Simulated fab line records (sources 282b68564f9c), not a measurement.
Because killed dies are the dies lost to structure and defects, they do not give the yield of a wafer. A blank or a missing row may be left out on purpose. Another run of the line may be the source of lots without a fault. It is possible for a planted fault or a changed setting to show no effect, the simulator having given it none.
fab line records / flow rit_cmos
record: lots: 5 wafers: 15 last_day: 7
route steps=202 shown GATE@77 FOX2@80 M1@202
lots untouched by any fault: they come from a run of this same line in which no faults occurred
start_h: hours from the record's first day to the start of the lot's first wafer shown / wait_h: time in hours since the lot's previous step / " unchanged from the row above / L1.1+2: several wafers, shown together as one row / - no value, or no start given / * or withheld: withheld / < > ~ a bound
route shown NAME@n: names a module that has steps shown in the file, with the first one's number in the route / usual: mean/standard deviation of fault-free wafers / same: alike in all rows / chamber/n: place in a boat / sites: each site's reading / _std_site: standard deviation across them / _edge_site: outer sites' mean less inner sites' / radius_mm: how far each site lies from the wafer's centre / mask NAME#n: copy n / behind: the tool/chamber that last shaped the wafer / hold: the reason the lot was held/the length of the hold in hours/how it ended / device: names the non-switching transistor (n, p or np) / end of line: the tests these same wafers got at the end of their route / a step with no rows: only its recipe / killed: at the first sort, the dies lost to defects and structure; wafer yield is something else / map: shows each die of a wafer: x if killed, . if not, _ if none is there
set.NAME: the setting that was run; set.NAME@STEP: the one run at that earlier step / model.NAME: the simulator's own value behind a step, which no gauge read
certain route steps with their lots: each step a table, each wafer a row
services: the hour from which a tool's chamber was out of use, counted from the record's first day as start_h (under 0 if before that day), plus the number of hours and why
== steps ==
step: RIT_GATE_CLEAN_02
recipe: chemistry: dHF dilution: 50:1 time_s: 30
step: RIT_GATE_CLEAN_03
recipe: chemistry: SC2 mix: 3:3:50 time_s: 600 temp_c: 75 dry: n2_spin
step: RIT_GATE_CLEAN_04
recipe: chemistry: dHF dilution: 50:1 time_s: 60 dry: n2_spin
step: RIT_FOX2_THK_MEAS_91
recipe: reads: SiO2_of_FOX2_OXIDATION_00
usual: FIELD_OXIDE_LEFT_2_THK: 258/5.6
lot.wafer=L299.2 tool=film_metro-03 chamber=- start_h=51.56 wait_h=0.0 FIELD_OXIDE_LEFT_2_THK[nm]=259
lot.wafer=L299.3 tool=film_metro-03 chamber=- start_h=51.56 wait_h=0.0 FIELD_OXIDE_LEFT_2_THK[nm]=260
lot.wafer=L299.5 tool=film_metro-03 chamber=- start_h=51.56 wait_h=0.0 FIELD_OXIDE_LEFT_2_THK[nm]=258
lot.wafer=L304.1 tool=film_metro-03 chamber=- start_h=77.33 wait_h=0.0 FIELD_OXIDE_LEFT_2_THK[nm]=256
lot.wafer=L304.3 tool=film_metro-03 chamber=- start_h=77.33 wait_h=0.0 FIELD_OXIDE_LEFT_2_THK[nm]=248
lot.wafer=L304.4 tool=film_metro-03 chamber=- start_h=77.33 wait_h=0.0 FIELD_OXIDE_LEFT_2_THK[nm]=252
lot.wafer=L312.2 tool=film_metro-03 chamber=- start_h=115.76 wait_h=0.0 FIELD_OXIDE_LEFT_2_THK[nm]=267
lot.wafer=L312.5 tool=film_metro-03 chamber=- start_h=115.76 wait_h=0.0 FIELD_OXIDE_LEFT_2_THK[nm]=266
lot.wafer=L312.6 tool=film_metro-03 chamber=- start_h=115.76 wait_h=0.0 FIELD_OXIDE_LEFT_2_THK[nm]=264
lot.wafer=L316.2 tool=film_metro-04 chamber=- start_h=133.42 wait_h=0.0 FIELD_OXIDE_LEFT_2_THK[nm]=255
lot.wafer=L316.4 tool=film_metro-04 chamber=- start_h=133.42 wait_h=0.0 FIELD_OXIDE_LEFT_2_THK[nm]=256
lot.wafer=L316.5 tool=film_metro-04 chamber=- start_h=133.42 wait_h=0.0 FIELD_OXIDE_LEFT_2_THK[nm]=258
lot.wafer=L318.2 tool=film_metro-04 chamber=- start_h=144.03 wait_h=0.0 FIELD_OXIDE_LEFT_2_THK[nm]=255
lot.wafer=L318.5 tool=film_metro-04 chamber=- start_h=144.03 wait_h=0.0 FIELD_OXIDE_LEFT_2_THK[nm]=265
lot.wafer=L318.6 tool=film_metro-04 chamber=- start_h=144.03 wait_h=0.0 FIELD_OXIDE_LEFT_2_THK[nm]=270
step: RIT_GATE_OXIDATION_05
recipe: temp_c: 900 ambient: O2 target_thk_a: 30 ox_time_s: 270
step: RIT_GATE_ANNEAL_06
recipe: temp_c: 900 time_s: 600 ambient: N2O
step: RIT_GATE_THK_MEAS_07
recipe: reads: SiO2_of_GATE_OXIDATION_05
usual: GATE_OXIDE_THK: 3.02/0.074
lot.wafer=L299.2 tool=film_metro-03 chamber=- start_h=52.94 wait_h=0.0 GATE_OXIDE_THK[nm]=2.81
lot.wafer=L299.3 tool=film_metro-03 chamber=- start_h=52.94 wait_h=0.0 GATE_OXIDE_THK[nm]=2.88
lot.wafer=L299.5 tool=film_metro-03 chamber=- start_h=52.94 wait_h=0.0 GATE_OXIDE_THK[nm]=2.85
lot.wafer=L304.1 tool=film_metro-02 chamber=- start_h=81.50 wait_h=0.0 GATE_OXIDE_THK[nm]=2.98
lot.wafer=L304.3 tool=film_metro-02 chamber=- start_h=81.50 wait_h=0.0 GATE_OXIDE_THK[nm]=2.99
lot.wafer=L304.4 tool=film_metro-02 chamber=- start_h=81.50 wait_h=0.0 GATE_OXIDE_THK[nm]=3.03
lot.wafer=L312.2 tool=film_metro-03 chamber=- start_h=117.41 wait_h=0.0 GATE_OXIDE_THK[nm]=3.05
lot.wafer=L312.5 tool=film_metro-03 chamber=- start_h=117.41 wait_h=0.0 GATE_OXIDE_THK[nm]=3.01
lot.wafer=L312.6 tool=film_metro-03 chamber=- start_h=117.41 wait_h=0.0 GATE_OXIDE_THK[nm]=3.07
lot.wafer=L316.2 tool=film_metro-03 chamber=- start_h=137.70 wait_h=0.0 GATE_OXIDE_THK[nm]=3.01
lot.wafer=L316.4 tool=film_metro-03 chamber=- start_h=137.70 wait_h=0.0 GATE_OXIDE_THK[nm]=2.97
lot.wafer=L316.5 tool=film_metro-03 chamber=- start_h=137.70 wait_h=0.0 GATE_OXIDE_THK[nm]=2.94
lot.wafer=L318.2 tool=film_metro-04 chamber=- start_h=149.31 wait_h=0.0 GATE_OXIDE_THK[nm]=2.99
lot.wafer=L318.5 tool=film_metro-04 chamber=- start_h=149.31 wait_h=0.0 GATE_OXIDE_THK[nm]=2.97
lot.wafer=L318.6 tool=film_metro-04 chamber=- start_h=149.31 wait_h=0.0 GATE_OXIDE_THK[nm]=2.95
step: RIT_GATE_CVD_08
recipe: material: poly-Si target_thk_nm: 250 temp_c: 610 precursor: SiH4 time_s: 2220 pressure_mtorr: 300 sih4_flow_sccm: 100
step: RIT_GATE_THK_MEAS_09
recipe: reads: poly-Si_of_GATE_CVD_08
usual: GATE_POLY_THK: 251.8/2.1
lot.wafer=L299.2 tool=film_metro-02 chamber=- start_h=54.62 wait_h=0.0 GATE_POLY_THK[nm]=255.2
lot.wafer=L299.3 tool=film_metro-02 chamber=- start_h=54.62 wait_h=0.0 GATE_POLY_THK[nm]=252.2
lot.wafer=L299.5 tool=film_metro-02 chamber=- start_h=54.62 wait_h=0.0 GATE_POLY_THK[nm]=253.5
lot.wafer=L304.1 tool=film_metro-03 chamber=- start_h=83.18 wait_h=0.0 GATE_POLY_THK[nm]=249.7
lot.wafer=L304.3 tool=film_metro-03 chamber=- start_h=83.18 wait_h=0.0 GATE_POLY_THK[nm]=250.4
lot.wafer=L304.4 tool=film_metro-03 chamber=- start_h=83.18 wait_h=0.0 GATE_POLY_THK[nm]=250.8
lot.wafer=L312.2 tool=film_metro-04 chamber=- start_h=119.09 wait_h=0.0 GATE_POLY_THK[nm]=249.4
lot.wafer=L312.5 tool=film_metro-04 chamber=- start_h=119.09 wait_h=0.0 GATE_POLY_THK[nm]=252.1
lot.wafer=L312.6 tool=film_metro-04 chamber=- start_h=119.09 wait_h=0.0 GATE_POLY_THK[nm]=250.4
lot.wafer=L316.2 tool=film_metro-03 chamber=- start_h=140.76 wait_h=0.0 GATE_POLY_THK[nm]=250.8
lot.wafer=L316.4 tool=film_metro-03 chamber=- start_h=140.76 wait_h=0.0 GATE_POLY_THK[nm]=254.8
lot.wafer=L316.5 tool=film_metro-03 chamber=- start_h=140.76 wait_h=0.0 GATE_POLY_THK[nm]=253.8
lot.wafer=L318.2 tool=film_metro-02 chamber=- start_h=150.99 wait_h=0.0 GATE_POLY_THK[nm]=251.1
lot.wafer=L318.5 tool=film_metro-02 chamber=- start_h=150.99 wait_h=0.0 GATE_POLY_THK[nm]=251.4
lot.wafer=L318.6 tool=film_metro-02 chamber=- start_h=150.99 wait_h=0.0 GATE_POLY_THK[nm]=253.5
step: RIT_GATE_HMDS_10
recipe: prime_time_s: 60 prime_temp_c: 140
step: RIT_GATE_COAT_11
recipe: resist: NOVOLAK spin_rpm: 4250 resist_thk_nm: 850
step: RIT_GATE_SOFTBAKE_12
recipe: resist: NOVOLAK temp_c: 90 time_s: 60
step: RIT_GATE_EXPOSE_13
recipe: mask_id: M6 na: 0.6 source_shape: conventional sigma_outer: 0.6 target_cd_nm: 150 dose_mj: 380
same: sigma_outer: 0.6
lot.wafer=L299.2+3+5 tool=iline_stepper-01 chamber=0 start_h=55.26 wait_h=0.2 mask=M6_R1#0
lot.wafer=L304.1+3+4 tool=iline_stepper-02 chamber=0 start_h=83.69 wait_h=0.1 mask=M6#0
lot.wafer=L312.2+5+6 tool=iline_stepper-01 chamber=0 start_h=119.73 wait_h=0.2 mask=M6#0
lot.wafer=L316.2+4+5 tool=iline_stepper-02 chamber=0 start_h=141.47 wait_h=0.1 mask=M6#0
lot.wafer=L318.2+5+6 tool=iline_stepper-02 chamber=0 start_h=151.51 wait_h=0.1 mask=M6#0
step: RIT_GATE_PEB_14
recipe: resist: NOVOLAK temp_c: withheld time_s: withheld
step: RIT_GATE_DEVELOP_15
recipe: resist: NOVOLAK develop_time_s: 50 dev_temp_c: 23
step: RIT_GATE_CD_MEAS_16
recipe: target_cd_nm: 150
usual: cd_nm: 149.3/2.1
lot.wafer=L299.2 tool=cd_sem-01 chamber=- start_h=55.66 wait_h=- cd_nm=166.0
lot.wafer=L299.3 tool=cd_sem-01 chamber=- start_h=55.66 wait_h=- cd_nm=163.9
lot.wafer=L299.5 tool=cd_sem-01 chamber=- start_h=55.66 wait_h=- cd_nm=163.6
lot.wafer=L304.1 tool=cd_sem-01 chamber=- start_h=84.13 wait_h=- cd_nm=147.2
lot.wafer=L304.3 tool=cd_sem-01 chamber=- start_h=84.13 wait_h=- cd_nm=147.3
lot.wafer=L304.4 tool=cd_sem-01 chamber=- start_h=84.13 wait_h=- cd_nm=148.6
lot.wafer=L312.2 tool=cd_sem-02 chamber=- start_h=120.13 wait_h=- cd_nm=149.0
lot.wafer=L312.5 tool=cd_sem-02 chamber=- start_h=120.13 wait_h=- cd_nm=151.1
lot.wafer=L312.6 tool=cd_sem-02 chamber=- start_h=120.13 wait_h=- cd_nm=151.7
lot.wafer=L316.2 tool=cd_sem-02 chamber=- start_h=141.87 wait_h=- cd_nm=151.8
lot.wafer=L316.4 tool=cd_sem-02 chamber=- start_h=141.87 wait_h=- cd_nm=147.3
lot.wafer=L316.5 tool=cd_sem-02 chamber=- start_h=141.87 wait_h=- cd_nm=149.1
lot.wafer=L318.2 tool=cd_sem-02 chamber=- start_h=151.91 wait_h=- cd_nm=146.6
lot.wafer=L318.5 tool=cd_sem-02 chamber=- start_h=151.91 wait_h=- cd_nm=145.3
lot.wafer=L318.6 tool=cd_sem-02 chamber=- start_h=151.91 wait_h=- cd_nm=145.8
step: RIT_GATE_OVL_MEAS_17
usual: GATE_OVL: 1.0/1.4
lot.wafer=L299.2 tool=overlay-02 chamber=- start_h=55.77 wait_h=0.1 GATE_OVL[nm]=1.2
lot.wafer=L299.3 tool=overlay-02 chamber=- start_h=55.77 wait_h=0.1 GATE_OVL[nm]=1.4
lot.wafer=L299.5 tool=overlay-02 chamber=- start_h=55.77 wait_h=0.1 GATE_OVL[nm]=1.7
lot.wafer=L304.1 tool=overlay-01 chamber=- start_h=84.25 wait_h=0.1 GATE_OVL[nm]=0.1
lot.wafer=L304.3 tool=overlay-01 chamber=- start_h=84.25 wait_h=0.1 GATE_OVL[nm]=2.2
lot.wafer=L304.4 tool=overlay-01 chamber=- start_h=84.25 wait_h=0.1 GATE_OVL[nm]=-0.2
lot.wafer=L312.2 tool=overlay-02 chamber=- start_h=120.24 wait_h=0.1 GATE_OVL[nm]=0.9
lot.wafer=L312.5 tool=overlay-02 chamber=- start_h=120.24 wait_h=0.1 GATE_OVL[nm]=3.7
lot.wafer=L312.6 tool=overlay-02 chamber=- start_h=120.24 wait_h=0.1 GATE_OVL[nm]=2.4
lot.wafer=L316.2 tool=overlay-02 chamber=- start_h=141.97 wait_h=0.1 GATE_OVL[nm]=1.1
lot.wafer=L316.4 tool=overlay-02 chamber=- start_h=141.97 wait_h=0.1 GATE_OVL[nm]=2.1
lot.wafer=L316.5 tool=overlay-02 chamber=- start_h=141.97 wait_h=0.1 GATE_OVL[nm]=0.1
lot.wafer=L318.2 tool=overlay-02 chamber=- start_h=152.02 wait_h=0.1 GATE_OVL[nm]=-1.4
lot.wafer=L318.5 tool=overlay-02 chamber=- start_h=152.02 wait_h=0.1 GATE_OVL[nm]=-1.0
lot.wafer=L318.6 tool=overlay-02 chamber=- start_h=152.02 wait_h=0.1 GATE_OVL[nm]=1.4
step: RIT_GATE_HARDBAKE_18
recipe: resist: NOVOLAK temp_c: 140 time_s: 60
step: RIT_GATE_ETCH_19
recipe: chemistry: SF6/CHF3/O2 time_s: 165 SF6_flow_sccm: 30 CHF3_flow_sccm: 30 O2_flow_sccm: 5 target: poly-Si pressure_mtorr: 40 rf_w: 160 target_depth_a: 3125 over_etch_frac: 0.25 stop_on: SiO2
usual: chamber_pressure_mTorr: 40.00/0.039 drypump_motor_current_A: 5.5/0.34 oes_product_au: 0.851/0.017 throttle_valve_pct: 10.25/0.15
lot.wafer=L299.2 tool=rie_si-02 chamber=1 start_h=55.95 wait_h=0.1 chamber_pressure_mTorr=40.01 drypump_motor_current_A=5.8 oes_product_au=0.876 rf_hours_counter_h=101 throttle_valve_pct=10.31 model.GATE.cd_nm=166.3
lot.wafer=L299.3 tool=rie_si-02 chamber=3 start_h=55.95 wait_h=0.1 chamber_pressure_mTorr=40.03 drypump_motor_current_A=5.5 oes_product_au=0.838 rf_hours_counter_h=37 throttle_valve_pct=10.26 model.GATE.cd_nm=163.9
lot.wafer=L299.5 tool=rie_si-02 chamber=3 start_h=55.95 wait_h=0.1 chamber_pressure_mTorr=40.01 drypump_motor_current_A=5.5 oes_product_au=0.843 rf_hours_counter_h=- throttle_valve_pct=10.28 model.GATE.cd_nm=163.6
lot.wafer=L304.1 tool=rie_si-01 chamber=0 start_h=84.55 wait_h=0.1 chamber_pressure_mTorr=40.01 drypump_motor_current_A=5.2 oes_product_au=0.842 rf_hours_counter_h=2 throttle_valve_pct=10.32 model.GATE.cd_nm=147.3
lot.wafer=L304.3 tool=rie_si-01 chamber=2 start_h=84.55 wait_h=0.1 chamber_pressure_mTorr=40.03 drypump_motor_current_A=5.7 oes_product_au=0.823 rf_hours_counter_h=61 throttle_valve_pct=9.95 model.GATE.cd_nm=147.4
lot.wafer=L304.4 tool=rie_si-01 chamber=1 start_h=84.55 wait_h=0.1 chamber_pressure_mTorr=40.01 drypump_motor_current_A=5.0 oes_product_au=0.848 rf_hours_counter_h=117 throttle_valve_pct=10.38 model.GATE.cd_nm=148.9
lot.wafer=L312.2 tool=rie_si-02 chamber=3 start_h=120.42 wait_h=0.1 chamber_pressure_mTorr=39.97 drypump_motor_current_A=5.6 oes_product_au=0.840 rf_hours_counter_h=37 throttle_valve_pct=10.27 model.GATE.cd_nm=149
lot.wafer=L312.5 tool=rie_si-02 chamber=2 start_h=120.42 wait_h=0.1 chamber_pressure_mTorr=40.06 drypump_motor_current_A=5.2 oes_product_au=0.881 rf_hours_counter_h=- throttle_valve_pct=10.17 model.GATE.cd_nm=150.6
lot.wafer=L312.6 tool=rie_si-02 chamber=1 start_h=120.42 wait_h=0.1 chamber_pressure_mTorr=39.93 drypump_motor_current_A=5.8 oes_product_au=0.872 rf_hours_counter_h=- throttle_valve_pct=10.29 model.GATE.cd_nm=151.9
lot.wafer=L316.2 tool=rie_si-02 chamber=3 start_h=142.15 wait_h=0.1 chamber_pressure_mTorr=39.98 drypump_motor_current_A=5.6 oes_product_au=0.832 rf_hours_counter_h=37 throttle_valve_pct=10.26 model.GATE.cd_nm=151.7
lot.wafer=L316.4 tool=rie_si-02 chamber=1 start_h=142.15 wait_h=0.1 chamber_pressure_mTorr=40.00 drypump_motor_current_A=5.8 oes_product_au=0.880 rf_hours_counter_h=101 throttle_valve_pct=10.29 model.GATE.cd_nm=-
lot.wafer=L316.5 tool=rie_si-02 chamber=2 start_h=142.15 wait_h=0.1 chamber_pressure_mTorr=39.98 drypump_motor_current_A=5.2 oes_product_au=0.881 rf_hours_counter_h=- throttle_valve_pct=10.16 model.GATE.cd_nm=149.3
lot.wafer=L318.2 tool=rie_si-02 chamber=0 start_h=152.20 wait_h=0.1 chamber_pressure_mTorr=39.98 drypump_motor_current_A=5.2 oes_product_au=0.847 rf_hours_counter_h=65 throttle_valve_pct=10.45 model.GATE.cd_nm=146.5
lot.wafer=L318.5 tool=rie_si-02 chamber=1 start_h=152.20 wait_h=0.1 chamber_pressure_mTorr=40.06 drypump_motor_current_A=5.8 oes_product_au=0.869 rf_hours_counter_h=- throttle_valve_pct=10.30 model.GATE.cd_nm=145.3
lot.wafer=L318.6 tool=rie_si-02 chamber=2 start_h=152.20 wait_h=0.1 chamber_pressure_mTorr=40.07 drypump_motor_current_A=5.2 oes_product_au=0.885 rf_hours_counter_h=- throttle_valve_pct=10.17 model.GATE.cd_nm=146
step: RIT_GATE_STRIP_20
recipe: chemistry: O2 time_s: 180 resist: NOVOLAK platen_temp_c: withheld power_w: 500 pressure_mtorr: 4000 o2_flow_sccm: 4000
usual: chamber_pressure_mTorr: 4000/3.6 drypump_motor_current_A: 5.7/0.38
lot.wafer=L299.2 tool=plasma_asher-04 chamber=0 start_h=56.06 wait_h=0.1 chamber_pressure_mTorr=3999 drypump_motor_current_A=5.4 rf_hours_counter_h=42
lot.wafer=L299.3 tool=plasma_asher-04 chamber=0 start_h=56.06 wait_h=0.1 chamber_pressure_mTorr=4004 drypump_motor_current_A=5.5 rf_hours_counter_h=-
lot.wafer=L299.5 tool=plasma_asher-04 chamber=0 start_h=56.06 wait_h=0.1 chamber_pressure_mTorr=3995 drypump_motor_current_A=5.4 rf_hours_counter_h=-
lot.wafer=L304.1 tool=plasma_asher-01 chamber=0 start_h=84.66 wait_h=0.1 chamber_pressure_mTorr=3999 drypump_motor_current_A=5.9 rf_hours_counter_h=45
lot.wafer=L304.3 tool=plasma_asher-01 chamber=1 start_h=84.66 wait_h=0.1 chamber_pressure_mTorr=3999 drypump_motor_current_A=5.4 rf_hours_counter_h=-
lot.wafer=L304.4 tool=plasma_asher-01 chamber=0 start_h=84.66 wait_h=0.1 chamber_pressure_mTorr=4001 drypump_motor_current_A=5.9 rf_hours_counter_h=-
lot.wafer=L312.2 tool=plasma_asher-03 chamber=1 start_h=120.53 wait_h=0.1 chamber_pressure_mTorr=4002 drypump_motor_current_A=5.4 rf_hours_counter_h=33
lot.wafer=L312.5 tool=plasma_asher-03 chamber=1 start_h=120.53 wait_h=0.1 chamber_pressure_mTorr=3992 drypump_motor_current_A=5.4 rf_hours_counter_h=-
lot.wafer=L312.6 tool=plasma_asher-03 chamber=0 start_h=120.53 wait_h=0.1 chamber_pressure_mTorr=4001 drypump_motor_current_A=5.5 rf_hours_counter_h=-
lot.wafer=L316.2 tool=plasma_asher-01 chamber=1 start_h=142.26 wait_h=0.1 chamber_pressure_mTorr=4005 drypump_motor_current_A=5.4 rf_hours_counter_h=52
lot.wafer=L316.4 tool=plasma_asher-01 chamber=1 start_h=142.26 wait_h=0.1 chamber_pressure_mTorr=3993 drypump_motor_current_A=5.4 rf_hours_counter_h=-
lot.wafer=L316.5 tool=plasma_asher-01 chamber=1 start_h=142.26 wait_h=0.1 chamber_pressure_mTorr=4006 drypump_motor_current_A=5.4 rf_hours_counter_h=-
lot.wafer=L318.2 tool=plasma_asher-01 chamber=1 start_h=152.30 wait_h=0.1 chamber_pressure_mTorr=4004 drypump_motor_current_A=5.4 rf_hours_counter_h=53
lot.wafer=L318.5 tool=plasma_asher-01 chamber=0 start_h=152.30 wait_h=0.1 chamber_pressure_mTorr=4003 drypump_motor_current_A=5.9 rf_hours_counter_h=-
lot.wafer=L318.6 tool=plasma_asher-01 chamber=1 start_h=152.30 wait_h=0.1 chamber_pressure_mTorr=3998 drypump_motor_current_A=5.4 rf_hours_counter_h=-
step: RIT_M1_PROBE_99
usual: killed_at_contacts: 0.1/0.25 killed_at_front_end: 6.8/2.7 killed_dies: 6.8/2.7 killed_on_rim: 1.7/1.2 killed_open: 3.4/1.8 killed_short: 3.5/1.7
same: gross_dies: 264 killed_at_M0_to_M3: 0 killed_at_M4_up: 0 killed_at_back_side: 0 killed_at_other: 0
lot.wafer=L299.2 tool=prober-02 chamber=- start_h=78.75 wait_h=0.1 killed_at_contacts=0 killed_at_front_end=8 killed_dies=8 killed_on_rim=6 killed_open=4 killed_short=3
lot.wafer=L299.3 tool=prober-02 chamber=- start_h=78.80 wait_h=0.2 killed_at_contacts=0 killed_at_front_end=15 killed_dies=15 killed_on_rim=6 killed_open=8 killed_short=5
lot.wafer=L299.5 tool=prober-02 chamber=- start_h=78.90 wait_h=0.2 killed_at_contacts=0 killed_at_front_end=10 killed_dies=10 killed_on_rim=4 killed_open=4 killed_short=5
lot.wafer=L304.1 tool=prober-01 chamber=- start_h=127.60 wait_h=0.4 killed_at_contacts=0 killed_at_front_end=8 killed_dies=8 killed_on_rim=1 killed_open=3 killed_short=5
lot.wafer=L304.3 tool=prober-01 chamber=- start_h=127.70 wait_h=0.5 killed_at_contacts=0 killed_at_front_end=3 killed_dies=3 killed_on_rim=1 killed_open=2 killed_short=1
lot.wafer=L304.4 tool=prober-01 chamber=- start_h=127.75 wait_h=0.5 killed_at_contacts=0 killed_at_front_end=6 killed_dies=6 killed_on_rim=4 killed_open=3 killed_short=3
killed by level:class
L299.2 FOX1:geometric_particle:open=2 FOX1:geometric_particle:short=2 GATE:geometric_particle:open=1 REOX:geometric_particle:short=1 REOX:geometric_particle:open=1 GATE:area_expose=1
L299.3 FOX1:geometric_particle:short=3 SPACER:geometric_particle:open=3 GATE:geometric_particle:open=2 GATE:area_expose=2 FOX1:geometric_particle:open=1 FOX2:geometric_particle:open=1 GATE:geometric_particle:short=1 REOX:geometric_particle:open=1
L299.5 REOX:geometric_particle:short=3 FOX1:geometric_particle:open=1 FOX1:geometric_particle:short=1 GATE:geometric_particle:open=1 SPACER:geometric_particle:short=1 SPACER:geometric_particle:open=1 SILICIDE:geometric_particle:open=1 GATE:area_expose=1
L304.1 FOX2:geometric_particle:short=2 GATE:geometric_particle:short=2 GATE:geometric_particle:open=1 REOX:geometric_particle:open=1 SPACER:geometric_particle:short=1 SILICIDE:geometric_particle:open=1
L304.3 GATE:geometric_particle:open=1 GATE:geometric_particle:short=1 REOX:geometric_particle:open=1
L304.4 GATE:geometric_particle:short=2 SILICIDE:geometric_particle:open=2 FOX2:geometric_particle:short=1 GATE:geometric_particle:open=1
== services ==
tool=iline_stepper-02 chamber=- start_h=36.19 hours=1.7 kind=pm
tool=iline_stepper-01 chamber=- start_h=47.06 hours=4.2 kind=repair
tool=plasma_asher-04 chamber=- start_h=78.79 hours=21.3 kind=repair
tool=rie_si-02 chamber=- start_h=100.68 hours=10.0 kind=pm
tool=plasma_asher-04 chamber=- start_h=108.75 hours=9.0 kind=pm
tool=plasma_asher-04 chamber=0 start_h=108.75 hours=9.0 kind=vent_cycle
tool=plasma_asher-04 chamber=1 start_h=108.75 hours=9.0 kind=vent_cycle
tool=plasma_asher-04 chamber=0 start_h=117.75 hours=- kind=clean
tool=plasma_asher-04 chamber=1 start_h=117.75 hours=- kind=clean
tool=iline_stepper-01 chamber=- start_h=137.83 hours=1.7 kind=pm
tool=iline_stepper-01 chamber=- start_h=149.55 hours=10.1 kind=repair
== key ==
first_sign: step: RIT_GATE_EXPOSE_13 reading: mask direction: changed
effect: step: RIT_GATE_CD_MEAS_16 reading: cd_nm direction: up sigmas: 7.1 usual: 149.3 struck: 164.5
model_effect: step: RIT_GATE_ETCH_19 value: GATE.cd_nm without: 149.6 struck: 164.6
met_at RIT_GATE_EXPOSE_13
struck_wafers L299.2,L299.3,L299.5
tester_left_out L299
fault: kind: wrong_mask tool: any chamber: - onset_h: 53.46 steps: RIT_GATE_EXPOSE_13 aux_copy: M6_R1#0 cd_offset_nm: 15 scope: struck_lots_only
tester_left_out: of these lots the tester's yield and bins aren't shown, on N5 and GAA mostly nor the transistor test; their killed dies are dies lost to structure and defects alone, not to doping, threshold or leakage, so they don't give the yield
